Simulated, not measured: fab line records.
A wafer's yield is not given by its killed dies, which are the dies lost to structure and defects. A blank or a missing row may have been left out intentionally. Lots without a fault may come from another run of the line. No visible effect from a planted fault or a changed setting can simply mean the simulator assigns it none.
fab line records	flow ritCmos
record: lots: 6	wafers: 18	lastDay: 7
route steps=202 shown PRETRO@72 GATE@75 FOX2@80 REOX@98 NLDD@103 SDANNEAL@155 M1@202
lots that met no fault: taken from a fault-free run of the same line
startH: hours from the record's first day to the start of the lot's first wafer shown	waitH: hours elapsed since this lot's preceding step	" as in the row above	L1.1+2: a row that stands for several wafers	- no value, or no start given	* or withheld: withheld	< > ~ a bound
route shown NAME@n: NAME is a module with steps in the file, n the number in the route of the first one	usual: mean and standard deviation over wafers with no fault	same: alike in all rows	chamber/n: place in a boat	sites: the reading at each site	_std_site: standard deviation across them	_edge_site: outer sites' mean less inner sites'	radiusMm: for every site, how far away it sits from the centre of the wafer	mask NAME#n: copy n	behind: the tool/chamber that last shaped the wafer	hold: reason for holding the lot/hours on hold/outcome of the hold	device: the n, p or np transistor that did not switch	end of line: the same wafers' tests at the end of the route	a step given without rows: its recipe and nothing more	killed: at the first sort, the dies lost to defects and structure; wafer yield is something else	map: a wafer's dies, marking killed ones x, the rest . and places with no die _
set.NAME: setting as actually run; set.NAME@STEP: the setting as run at that earlier step	model.NAME: the simulator's own value behind a step, which no gauge read
lots at some steps of the route; a table a step, a row a wafer
services: from which hour (startH, from the record's first day; less than 0 if before it) a tool's chamber was out of use, for how many hours, and why
== steps ==
step: RIT_PRETRO_IMPLANT_08
recipe: species: B	energyKev: 45	doseCm2: 1.2e+13	tiltDeg: 7
step: RIT_PRETRO_STRIP_09
recipe: chemistry: O2	timeS: 180	resist: NOVOLAK	platenTempC: withheld	powerW: 500	pressureMtorr: 4000	o2FlowSccm: 4000
usual: drypumpMotorCurrentA: 5.74/0.22
lot.wafer	tool	chamber	startH	waitH	drypumpMotorCurrentA	rfHoursCounterH
L166.3	plasmaAsher-01	0	48.04	0.1	5.74	-
L166.5	"	1	"	"	6.04	-
L166.6	"	0	"	"	5.74	-
L167.1	plasmaAsher-02	0	54.50	0.1	5.76	27
L167.2	"	1	"	"	6.01	27
L167.3	"	1	"	"	5.98	-
L174.1	plasmaAsher-02	1	90.49	0.1	6.01	29
L174.2	"	0	"	"	5.79	29
L174.5	"	1	"	"	6.03	-
L175.1	plasmaAsher-03	0	93.73	0.1	5.42	45
L175.3	"	1	"	"	5.73	-
L175.4	"	0	"	"	5.42	-
L180.1	plasmaAsher-01	1	114.63	0.1	6.09	45
L180.2	"	0	"	"	5.74	45
L180.3	"	1	"	"	6.08	-
L183.2	plasmaAsher-02	1	128.72	0.1	6.01	34
L183.4	"	0	"	"	5.74	-
L183.5	"	0	"	"	5.77	-
step: RIT_PRETRO_TW_MEAS_10
usual: PRETRO_TW: 475/3.1
lot.wafer	tool	chamber	startH	waitH	PRETRO_TW
L166.3	filmMetro-01	-	48.17	0.1	471
L166.5	"	-	"	"	470
L166.6	"	-	"	"	469
L167.1	filmMetro-04	-	54.68	0.1	477
L167.2	"	-	"	"	479
L167.3	"	-	"	"	479
L174.1	filmMetro-01	-	90.66	0.1	473
L174.2	"	-	"	"	471
L174.5	"	-	"	"	472
L175.1	filmMetro-02	-	93.91	0.1	477
L175.3	"	-	"	"	478
L175.4	"	-	"	"	477
L180.1	filmMetro-01	-	114.80	0.1	470
L180.2	"	-	"	"	472
L180.3	"	-	"	"	472
L183.2	filmMetro-02	-	128.90	0.1	474
L183.4	"	-	"	"	477
L183.5	"	-	"	"	475
step: RIT_GATE_WET_ETCH_00
recipe: chemistry: BOE	target: SiO2	targetDepthNm: 56	timeS: 60	dry: n2Spin	dilution: 10:1	tempC: 21.5
step: RIT_GATE_CLEAN_01
recipe: chemistry: SC1	mix: 3:3:50	timeS: 600	tempC: 75
step: RIT_GATE_CLEAN_02
recipe: chemistry: dHF	dilution: 50:1	timeS: 30
step: RIT_GATE_CLEAN_03
recipe: chemistry: SC2	mix: 3:3:50	timeS: 600	tempC: 75	dry: n2Spin
step: RIT_GATE_CLEAN_04
recipe: chemistry: dHF	dilution: 50:1	timeS: 60	dry: n2Spin
step: RIT_FOX2_THK_MEAS_91
recipe: reads: SiO2_of_FOX2_OXIDATION_00
usual: FIELD_OXIDE_LEFT_2_THK: 256/6.2
lot.wafer	tool	chamber	startH	waitH	FIELD_OXIDE_LEFT_2_THK[nm]
L166.3	filmMetro-02	-	48.65	0.0	261
L166.5	"	-	"	"	266
L166.6	"	-	"	"	269
L167.1	filmMetro-03	-	55.15	0.0	259
L167.2	"	-	"	"	265
L167.3	"	-	"	"	261
L174.1	filmMetro-04	-	91.16	0.0	253
L174.2	"	-	"	"	249
L174.5	"	-	"	"	255
L175.1	filmMetro-03	-	94.40	0.0	261
L175.3	"	-	"	"	262
L175.4	"	-	"	"	267
L180.1	filmMetro-04	-	115.28	0.0	244
L180.2	"	-	"	"	245
L180.3	"	-	"	"	251
L183.2	filmMetro-03	-	129.39	0.0	261
L183.4	"	-	"	"	262
L183.5	"	-	"	"	261
step: RIT_GATE_OXIDATION_05
recipe: tempC: 900	ambient: O2	targetThkA: 30	oxTimeS: 270
step: RIT_GATE_ANNEAL_06
recipe: tempC: 900	timeS: 600	ambient: N2O
step: RIT_GATE_THK_MEAS_07
recipe: reads: SiO2_of_GATE_OXIDATION_05
usual: GATE_OXIDE_THK: 3.00/0.068
lot.wafer	tool	chamber	startH	waitH	GATE_OXIDE_THK[nm]
L166.3	filmMetro-04	-	53.35	0.0	2.98
L166.5	"	-	"	"	3.00
L166.6	"	-	"	"	2.98
L167.1	filmMetro-04	-	57.57	0.0	2.99
L167.2	"	-	"	"	2.96
L167.3	"	-	"	"	2.96
L174.1	filmMetro-02	-	93.25	0.0	3.11
L174.2	"	-	"	"	3.02
L174.5	"	-	"	"	3.03
L175.1	filmMetro-02	-	97.30	0.0	2.94
L175.3	"	-	"	"	2.95
L175.4	"	-	"	"	2.99
L180.1	filmMetro-04	-	117.73	0.0	2.96
L180.2	"	-	"	"	2.95
L180.3	"	-	"	"	2.91
L183.2	filmMetro-02	-	131.16	0.0	3.06
L183.4	"	-	"	"	3.05
L183.5	"	-	"	"	3.07
step: RIT_GATE_CVD_08
recipe: material: poly-Si	targetThkNm: 250	tempC: 610	precursor: SiH4	timeS: 2220	pressureMtorr: 300	sih4FlowSccm: 100
usual: pressureMtorr: 300.2/0.63
lot.wafer	tool	chamber	startH	waitH	pressureMtorr	model.poly-Si_of_GATE_CVD_08.thkNm
L166.3	lpcvd-01	1	54.43	1.1	299.8	248.6
L166.5	"	1	"	"	299.5	247.9
L166.6	"	1	"	"	299.7	247.9
L167.1	lpcvd-01	1	57.63	0.1	301.0	249.7
L167.2	"	1	"	"	300.3	250.1
L167.3	"	1	"	"	300.6	250.6
L174.1	lpcvd-01	1	94.70	1.4	451.2	305.1
L174.2	"	1	"	"	450.5	305.6
L174.5	"	1	"	"	450.8	305.9
L175.1	lpcvd-01	0	97.36	0.1	450.7	307.1
L175.3	"	0	"	"	450.1	308.3
L175.4	"	0	"	"	450.2	306.3
L180.1	lpcvd-02	0	117.79	0.1	299.1	249.1
L180.2	"	0	"	"	300.5	247.5
L180.3	"	0	"	"	300.2	248.7
L183.2	lpcvd-02	0	131.21	0.0	300.4	247.3
L183.4	"	0	"	"	300.6	248.3
L183.5	"	0	"	"	300.3	246.5
step: RIT_GATE_THK_MEAS_09
recipe: reads: poly-Si_of_GATE_CVD_08
usual: GATE_POLY_THK: 249.1/2.2
lot.wafer	tool	chamber	startH	waitH	GATE_POLY_THK[nm]
L166.3	filmMetro-04	-	56.07	0.0	248.5
L166.5	"	-	"	"	247.8
L166.6	"	-	"	"	247.8
L167.1	filmMetro-04	-	59.25	0.0	249.8
L167.2	"	-	"	"	250.1
L167.3	"	-	"	"	250.5
L174.1	filmMetro-04	-	96.32	0.0	304.9
L174.2	"	-	"	"	305.5
L174.5	"	-	"	"	306.0
L175.1	filmMetro-04	-	98.98	0.0	307.2
L175.3	"	-	"	"	308.4
L175.4	"	-	"	"	306.5
L180.1	filmMetro-03	-	119.40	0.0	249.0
L180.2	"	-	"	"	247.4
L180.3	"	-	"	"	248.8
L183.2	filmMetro-04	-	134.86	0.0	247.5
L183.4	"	-	"	"	248.3
L183.5	"	-	"	"	246.5
step: RIT_GATE_HMDS_10
recipe: primeTimeS: 60	primeTempC: 140
step: RIT_GATE_COAT_11
recipe: resist: NOVOLAK	spinRpm: 4250	resistThkNm: 850
step: RIT_GATE_SOFTBAKE_12
recipe: resist: NOVOLAK	tempC: 90	timeS: 60
step: RIT_GATE_EXPOSE_13
recipe: maskId: M6	na: 0.6	sourceShape: conventional	sigmaOuter: 0.6	targetCdNm: 150	doseMj: 380
step: RIT_GATE_PEB_14
recipe: resist: NOVOLAK	tempC: withheld	timeS: withheld
step: RIT_GATE_DEVELOP_15
recipe: resist: NOVOLAK	developTimeS: 50	devTempC: 23
step: RIT_GATE_CD_MEAS_16
recipe: targetCdNm: 150
usual: cdNm: 150.0/2.2
lot.wafer	tool	chamber	startH	waitH	cdNm
L166.3	cdSem-01	-	57.00	-	149.5
L166.5	"	-	"	"	150.1
L166.6	"	-	"	"	147.5
L167.1	cdSem-01	-	60.29	-	151.0
L167.2	"	-	"	"	152.5
L167.3	"	-	"	"	149.7
L174.1	cdSem-01	-	97.38	-	148.3
L174.2	"	-	"	"	151.3
L174.5	"	-	"	"	150.2
L175.1	cdSem-01	-	100.01	-	147.9
L175.3	"	-	"	"	149.6
L175.4	"	-	"	"	146.1
L180.1	cdSem-02	-	120.31	-	153.6
L180.2	"	-	"	"	150.7
L180.3	"	-	"	"	151.4
L183.2	cdSem-02	-	135.87	-	149.8
L183.4	"	-	"	"	146.3
L183.5	"	-	"	"	147.6
step: RIT_GATE_OVL_MEAS_17
usual: GATE_OVL: -0.7/1.4
lot.wafer	tool	chamber	startH	waitH	GATE_OVL[nm]
L166.3	overlay-02	-	57.09	0.1	0.7
L166.5	"	-	"	"	0.1
L166.6	"	-	"	"	2.2
L167.1	overlay-02	-	60.41	0.1	0.8
L167.2	"	-	"	"	2.2
L167.3	"	-	"	"	2.9
L174.1	overlay-01	-	97.50	0.1	-0.8
L174.2	"	-	"	"	-1.2
L174.5	"	-	"	"	-2.9
L175.1	overlay-02	-	100.13	0.1	1.6
L175.3	"	-	"	"	0.7
L175.4	"	-	"	"	0.5
L180.1	overlay-01	-	120.43	0.1	-3.9
L180.2	"	-	"	"	-0.4
L180.3	"	-	"	"	-1.4
L183.2	overlay-02	-	135.98	0.1	-1.5
L183.4	"	-	"	"	0.6
L183.5	"	-	"	"	-2.3
step: RIT_GATE_HARDBAKE_18
recipe: resist: NOVOLAK	tempC: 140	timeS: 60
step: RIT_GATE_ETCH_19
recipe: chemistry: SF6/CHF3/O2	timeS: 165	SF6_flow_sccm: 30	CHF3_flow_sccm: 30	O2_flow_sccm: 5	target: poly-Si	pressureMtorr: 40	rfW: 160	targetDepthA: 3125	overEtchFrac: 0.25	stopOn: SiO2
usual: drypumpMotorCurrentA: 5.6/0.34	oesProductAu: 0.847/0.013	throttleValvePct: 10.26/0.16
lot.wafer	tool	chamber	startH	waitH	drypumpMotorCurrentA	oesProductAu	rfHoursCounterH	throttleValvePct	model.GATE.featureDepthNm	model.etch.depthNm
L166.3	rieSi-01	0	57.26	0.1	5.7	0.845	161	10.01	248.6	248.6
L166.5	"	3	"	"	5.4	0.837	-	10.10	247.9	247.9
L166.6	"	0	"	"	5.7	0.840	-	10.00	247.9	247.9
L167.1	rieSi-02	2	60.59	0.1	6.0	0.847	36	10.28	249.7	249.7
L167.2	"	1	"	"	5.2	0.839	7	10.20	250.1	250.1
L167.3	"	3	"	"	6.0	0.857	110	10.51	250.6	250.6
L174.1	rieSi-01	2	97.68	0.1	5.8	1.010	103	10.29	305.1	305.1
L174.2	"	3	"	"	5.4	0.962	47	10.09	305.6	305.6
L174.5	"	3	"	"	5.4	0.964	-	10.12	305.9	305.9
L175.1	rieSi-02	0	100.63	0.1	5.0	0.985	45	10.41	307.1	307.1
L175.3	"	1	"	"	5.2	0.965	7	10.20	307	307
L175.4	"	2	"	"	6.0	0.964	36	10.29	306.3	306.3
L180.1	rieSi-01	1	120.62	0.1	5.6	0.854	21	10.31	249.1	249.1
L180.2	"	2	"	"	5.8	0.865	104	10.30	247.5	247.5
L180.3	"	3	"	"	5.4	0.838	48	10.10	248.7	248.7
L183.2	rieSi-02	2	136.31	0.1	5.9	0.832	36	10.27	247.3	247.3
L183.4	"	3	"	"	6.1	0.846	111	10.51	248.3	248.3
L183.5	"	2	"	"	6.0	0.835	-	10.26	246.5	246.5
step: RIT_GATE_STRIP_20
recipe: chemistry: O2	timeS: 180	resist: NOVOLAK	platenTempC: withheld	powerW: 500	pressureMtorr: 4000	o2FlowSccm: 4000
usual: drypumpMotorCurrentA: 5.73/0.28
lot.wafer	tool	chamber	startH	waitH	drypumpMotorCurrentA	rfHoursCounterH
L166.3	plasmaAsher-03	0	57.43	0.1	5.38	-
L166.5	"	0	"	"	5.39	-
L166.6	"	1	"	"	5.73	-
L167.1	plasmaAsher-03	1	60.70	0.1	5.76	41
L167.2	"	0	"	"	5.43	41
L167.3	"	0	"	"	5.40	-
L174.1	plasmaAsher-03	0	97.79	0.1	5.35	45
L174.2	"	1	"	"	5.73	45
L174.5	"	1	"	"	5.72	-
L175.1	plasmaAsher-01	1	100.74	0.1	6.08	43
L175.3	"	0	"	"	5.72	-
L175.4	"	1	"	"	6.05	-
L180.1	plasmaAsher-04	0	120.73	0.1	5.25	49
L180.2	"	1	"	"	5.77	49
L180.3	"	1	"	"	5.78	-
L183.2	plasmaAsher-01	0	136.42	0.1	5.75	48
L183.4	"	0	"	"	5.74	-
L183.5	"	0	"	"	5.74	-
step: RIT_GATE_CD_MEAS_90
recipe: targetCdNm: 150
usual: cdNm: 150.0/2.2
lot.wafer	tool	chamber	startH	waitH	cdNm
L166.3	cdSem-01	-	57.59	0.1	149.2
L166.5	"	-	"	"	149.8
L166.6	"	-	"	"	147.7
L167.1	cdSem-01	-	60.88	0.1	151.6
L167.2	"	-	"	"	153.0
L167.3	"	-	"	"	149.6
L174.1	cdSem-02	-	97.97	0.1	148.3
L174.2	"	-	"	"	151.0
L174.5	"	-	"	"	149.6
L175.1	cdSem-02	-	100.91	0.1	147.9
L175.3	"	-	"	"	150.0
L175.4	"	-	"	"	146.3
L180.1	cdSem-02	-	120.90	0.1	154.1
L180.2	"	-	"	"	151.0
L180.3	"	-	"	"	151.3
L183.2	cdSem-01	-	136.62	0.1	150.0
L183.4	"	-	"	"	146.2
L183.5	"	-	"	"	147.3
step: RIT_REOX_CLEAN_00
recipe: chemistry: SC1	mix: 3:3:50	timeS: 600	tempC: 75
step: RIT_REOX_CLEAN_01
recipe: chemistry: dHF	dilution: 50:1	timeS: 30
step: RIT_REOX_CLEAN_02
recipe: chemistry: SC2	mix: 3:3:50	timeS: 600	tempC: 75	dry: n2Spin
step: RIT_REOX_OXIDATION_03
recipe: tempC: 900	ambient: O2	targetThkA: 252	oxTimeS: 5580
step: RIT_REOX_THK_MEAS_04
recipe: reads: SiO2_of_REOX_OXIDATION_03
usual: REOX_OXIDE_THK: 25.3/0.53
lot.wafer	tool	chamber	startH	waitH	REOX_OXIDE_THK[nm]
L166.3	filmMetro-01	-	60.94	0.0	24.7
L166.5	"	-	"	"	25.3
L166.6	"	-	"	"	25.0
L167.1	filmMetro-03	-	66.09	0.0	25.3
L167.2	"	-	"	"	25.7
L167.3	"	-	"	"	25.6
L174.1	filmMetro-03	-	101.17	0.0	25.8
L174.2	"	-	"	"	25.6
L174.5	"	-	"	"	25.8
L175.1	filmMetro-01	-	105.65	0.0	25.1
L175.3	"	-	"	"	25.4
L175.4	"	-	"	"	25.6
L180.1	filmMetro-04	-	125.12	0.0	24.6
L180.2	"	-	"	"	24.6
L180.3	"	-	"	"	24.5
L183.2	filmMetro-03	-	140.02	0.0	25.5
L183.4	"	-	"	"	25.4
L183.5	"	-	"	"	25.2
step: RIT_NLDD_HMDS_00
recipe: primeTimeS: 60	primeTempC: 140
step: RIT_NLDD_COAT_01
recipe: resist: NOVOLAK	spinRpm: 3250	resistThkNm: 1000
step: RIT_NLDD_SOFTBAKE_02
recipe: resist: NOVOLAK	tempC: 90	timeS: 60
step: RIT_NLDD_EXPOSE_03
recipe: maskId: M7	na: 0.57	targetCdNm: 40700	doseMj: 250
step: RIT_NLDD_PEB_04
recipe: resist: NOVOLAK	tempC: withheld	timeS: withheld
step: RIT_NLDD_DEVELOP_05
recipe: resist: NOVOLAK	developTimeS: 50	devTempC: 23
step: RIT_NLDD_OVL_MEAS_06
usual: NLDD_OVL: -0.5/1.5
lot.wafer	tool	chamber	startH	waitH	NLDD_OVL[nm]
L166.3	overlay-02	-	61.96	-	0.4
L166.5	"	-	"	"	3.5
L166.6	"	-	"	"	3.2
L167.1	overlay-02	-	67.13	-	-0.3
L167.2	"	-	"	"	-2.4
L167.3	"	-	"	"	0.5
L174.1	overlay-02	-	102.20	-	0.8
L174.2	"	-	"	"	-0.1
L174.5	"	-	"	"	0.6
L175.1	overlay-02	-	106.61	-	0.8
L175.3	"	-	"	"	1.0
L175.4	"	-	"	"	-1.1
L180.1	overlay-01	-	126.36	-	0.0
L180.2	"	-	"	"	1.7
L180.3	"	-	"	"	0.7
L183.2	overlay-02	-	140.92	-	0.1
L183.4	"	-	"	"	-1.4
L183.5	"	-	"	"	-2.8
step: RIT_NLDD_HARDBAKE_07
recipe: resist: NOVOLAK	tempC: 140	timeS: 60
step: RIT_NLDD_IMPLANT_08
recipe: species: P	energyKev: 20	doseCm2: 5e+14	tiltDeg: 7
step: RIT_NLDD_STRIP_09
recipe: chemistry: O2	timeS: 180	resist: NOVOLAK	platenTempC: withheld	powerW: 500	pressureMtorr: 4000	o2FlowSccm: 4000
usual: drypumpMotorCurrentA: 5.66/0.26
lot.wafer	tool	chamber	startH	waitH	drypumpMotorCurrentA	rfHoursCounterH
L166.3	plasmaAsher-04	0	62.35	0.1	5.19	-
L166.5	"	1	"	"	5.79	-
L166.6	"	0	"	"	5.18	-
L167.1	plasmaAsher-04	0	67.47	0.1	5.25	43
L167.2	"	1	"	"	5.80	43
L167.3	"	0	"	"	5.27	-
L174.1	plasmaAsher-02	1	102.54	0.1	6.02	31
L174.2	"	0	"	"	5.76	31
L174.5	"	1	"	"	6.01	-
L175.1	plasmaAsher-03	0	106.94	0.1	5.37	47
L175.3	"	0	"	"	5.36	-
L175.4	"	1	"	"	5.72	-
L180.1	plasmaAsher-03	1	126.70	0.1	5.73	1
L180.2	"	0	"	"	5.39	1
L180.3	"	0	"	"	5.37	-
L183.2	plasmaAsher-02	0	141.25	0.1	5.75	36
L183.4	"	0	"	"	5.79	-
L183.5	"	1	"	"	6.00	-
step: RIT_NLDD_TW_MEAS_10
usual: NLDD_TW: 2480/15
lot.wafer	tool	chamber	startH	waitH	NLDD_TW
L166.3	filmMetro-01	-	62.48	0.1	2474
L166.5	"	-	"	"	2465
L166.6	"	-	"	"	2474
L167.1	filmMetro-01	-	67.64	0.1	2467
L167.2	"	-	"	"	2456
L167.3	"	-	"	"	2455
L174.1	filmMetro-03	-	102.71	0.1	2476
L174.2	"	-	"	"	2478
L174.5	"	-	"	"	2485
L175.1	filmMetro-01	-	107.12	0.1	2480
L175.3	"	-	"	"	2482
L175.4	"	-	"	"	2464
L180.1	filmMetro-03	-	126.87	0.1	2499
L180.2	"	-	"	"	2505
L180.3	"	-	"	"	2499
L183.2	filmMetro-01	-	141.44	0.1	2482
L183.4	"	-	"	"	2467
L183.5	"	-	"	"	2485
step: RIT_SDANNEAL_CLEAN_02
recipe: chemistry: SC2	mix: 3:3:50	timeS: 600	tempC: 75	dry: n2Spin
lot.wafer	tool	chamber	startH	waitH	model.poly-Si_of_GATE_CVD_08.thkNm
L166.3	wetBench-03	0	69.78	0.0	160.1
L166.5	"	0	"	"	159.9
L166.6	"	0	"	"	159.4
L167.1	wetBench-04	0	75.13	0.0	161.6
L167.2	"	0	"	"	162.7
L167.3	"	0	"	"	163.4
L174.1	wetBench-03	0	110.25	0.0	217.8
L174.2	"	0	"	"	219.2
L174.5	"	0	"	"	218.5
L175.1	wetBench-03	3	114.61	0.0	219.6
L175.3	"	3	"	"	220.7
L175.4	"	3	"	"	218.8
L180.1	wetBench-03	3	134.50	0.0	161.2
L180.2	"	3	"	"	159.5
L180.3	"	3	"	"	161
L183.2	wetBench-04	1	150.39	0.0	159.9
L183.4	"	1	"	"	161.2
L183.5	"	1	"	"	159.3
step: RIT_M1_PROBE_99
lot.wafer	tool	chamber	startH	waitH	model.etest.pmosTurned.rOnOhmUm	model.etest.nmos_0p3.rOnOhmUm	model.etest.nmosTurned.driveUaUm	model.etest.nmos_0p15.rOnOhmUm	model.etest.pmosTurned.driveUaUm	model.etest.nmos_0p15.driveUaUm	model.etest.nmosNarrow.driveUaUm	model.etest.nmos_0p3.driveUaUm
L166.3	prober-01	-	77.61	0.2	3436	2149	340.6	1115	192.9	475.7	225.9	225.1
L166.5	prober-01	-	77.71	0.2	3512	2172	329.8	1123	187.4	474.2	224.8	223.5
L166.6	prober-01	-	77.76	0.2	3420	2161	337.8	1112	193	484.8	224.1	225.1
L167.1	prober-02	-	82.95	0.1	3586	2138	336.7	1140	182.2	477.2	234.6	234.8
L167.2	prober-02	-	83.00	0.1	3669	2121	326.4	1143	175.9	474.4	232.1	235.9
L167.3	prober-02	-	83.05	0.2	3576	2128	332.7	1109	179.1	483.6	232.3	233
L174.1	prober-01	-	118.04	0.1	4102	2336	212.4	1219	136.9	421.2	197.9	199.9
L174.2	prober-01	-	118.09	0.1	4110	2306	215	1217	137.4	419	202	202.6
L174.5	prober-01	-	118.24	0.2	4131	2318	213.7	1210	137.2	422.3	203.5	203.8
L175.1	prober-02	-	122.69	0.1	3961	2253	242.1	1144	145.1	455.6	214.2	213.3
L175.3	prober-02	-	122.79	0.2	4326	2280	223.7	1199	129.5	440.2	210.2	210.3
L175.4	prober-02	-	122.84	0.2	4032	2248	238.7	1143	141.3	459.1	211.8	213
L180.1	prober-01	-	142.69	0.1	3335	2117	339.4	1144	199.8	470.1	242.1	234.9
L180.2	prober-01	-	142.74	0.1	3245	2118	339.9	1121	202.7	475.1	240.7	233.7
L180.3	prober-01	-	142.79	0.2	3298	2145	340.1	1133	203	470.4	237.8	230.8
L183.2	prober-02	-	158.21	0.1	3390	2172	320.4	1133	195.4	464.2	219.9	219.8
L183.4	prober-02	-	158.31	0.2	3328	2188	330.2	1102	197.9	478.6	215.6	218.5
L183.5	prober-02	-	158.36	0.2	3316	2188	332.6	1124	200.5	467.7	214.7	217.7
killed by level:class
L166.3 GATE:geometricParticle:short=2 SPACER:geometricParticle:open=2 SPACER:geometricParticle:short=2 FOX2:geometricParticle:open=1 GATE:geometricParticle:open=1
L166.5 SILICIDE:geometricParticle:open=2 GATE:geometricParticle:open=1 REOX:geometricParticle:open=1 SILICIDE:geometricParticle:short=1 NSD:coatMicrobubblePrinted=1
L166.6 GATE:geometricParticle:open=2 FOX1:geometricParticle:short=1 SPACER:geometricParticle:open=1 SPACER:geometricParticle:short=1 SILICIDE:geometricParticle:open=1 SILICIDE:geometricParticle:short=1 CONTACT:geometricParticle:open=1
L167.1 FOX1:geometricParticle:short=3 FOX1:geometricParticle:open=2 GATE:geometricParticle:short=1 REOX:geometricParticle:short=1
L167.2 FOX1:geometricParticle:short=4 GATE:geometricParticle:open=4 FOX1:geometricParticle:open=2 REOX:geometricParticle:open=2 FOX2:geometricParticle:open=1 GATE:geometricParticle:short=1 SPACER:geometricParticle:open=1
L167.3 FOX1:geometricParticle:short=1 FOX1:geometricParticle:open=1 GATE:geometricParticle:short=1
L180.1 FOX1:geometricParticle:short=1 FOX1:geometricParticle:open=1 SILICIDE:geometricParticle:open=1
L180.2 GATE:geometricParticle:open=4 SPACER:geometricParticle:short=2 REOX:geometricParticle:open=1 SILICIDE:geometricParticle:short=1
L180.3 GATE:geometricParticle:short=2 FOX1:geometricParticle:open=1 GATE:geometricParticle:open=1 REOX:geometricParticle:short=1 SPACER:geometricParticle:open=1
L183.2 GATE:geometricParticle:short=2 FOX2:geometricParticle:open=1 SILICIDE:geometricParticle:short=1
L183.4 GATE:geometricParticle:short=1 CONTACT:coatMicrobubblePrinted=1
L183.5 GATE:geometricParticle:short=2 GATE:geometricParticle:open=1 REOX:geometricParticle:short=1 SILICIDE:geometricParticle:short=1 CONTACT:coatMicrobubblePrinted=1
== services ==
tool	chamber	startH	hours	kind
lpcvd-01	-	27.66	1.1	repair
plasmaAsher-01	-	31.07	15.6	pm
plasmaAsher-02	-	58.08	9.8	repair
rieSi-01	0	59.94	-	clean
rieSi-01	0	59.94	16.2	scheduledDown
rieSi-01	0	59.94	16.2	ventCycle
plasmaAsher-02	-	67.84	9.9	pm
plasmaAsher-04	-	94.35	2.1	repair
rieSi-01	3	100.28	9.3	repair
plasmaAsher-04	-	100.74	0.8	repair
plasmaAsher-03	-	108.75	9.0	pm
plasmaAsher-03	0	108.75	9.0	ventCycle
plasmaAsher-03	1	108.75	9.0	ventCycle
plasmaAsher-03	0	117.75	-	clean
plasmaAsher-03	1	117.75	-	clean
== key ==
firstSign: step: RIT_GATE_CVD_08	reading: pressureMtorr	direction: up	sigmas: 99+	usual: 300.2	struck: 450.6
effect: step: RIT_GATE_THK_MEAS_09	reading: GATE_POLY_THK	direction: up	sigmas: 26	usual: 249.1	struck: 306.4
effect: step: RIT_GATE_ETCH_19	reading: oesProductAu	direction: up	sigmas: 9.9	usual: 0.847	struck: 0.975
modelEffect: step: RIT_GATE_CVD_08	value: poly-Si_of_GATE_CVD_08.thkNm	without: 250.2	struck: 306.4
modelEffect: step: RIT_GATE_ETCH_19	value: GATE.featureDepthNm	without: 250.2	struck: 306.2
modelEffect: step: RIT_SDANNEAL_CLEAN_02	value: poly-Si_of_GATE_CVD_08.thkNm	without: 162.9	struck: 219.1
modelEffect: step: RIT_M1_PROBE_99	value: etest.pmosTurned.rOnOhmUm	without: 3459	struck: 4110
metAt RIT_GATE_CVD_08
struckWafers L174.1,L174.2,L174.5,L175.1,L175.3,L175.4
sortLeftOut L174.1,L174.2,L174.5,L175.1,L175.3,L175.4
testerLeftOut L174,L175
onsetBetween 57.63 94.70
fault: kind: processParameterDrift	tool: lpcvd-01	chamber: -	onsetH: 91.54	steps: RIT_GATE_CVD_08	channel: pressureMtorr	offset: 150	shape: step	endH: 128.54	actsIn: theseRecipesOnly	stated: 300
testerLeftOut: of these lots the tester's yield and bins aren't shown, on N5 and GAA mostly nor the transistor test; their killed dies are dies lost to structure and defects alone, not to doping, threshold or leakage, so they don't give the yield
sortLeftOut: the simulated sort isn't trusted on such a fault, so these wafers' sort isn't shown, and their yield isn't known
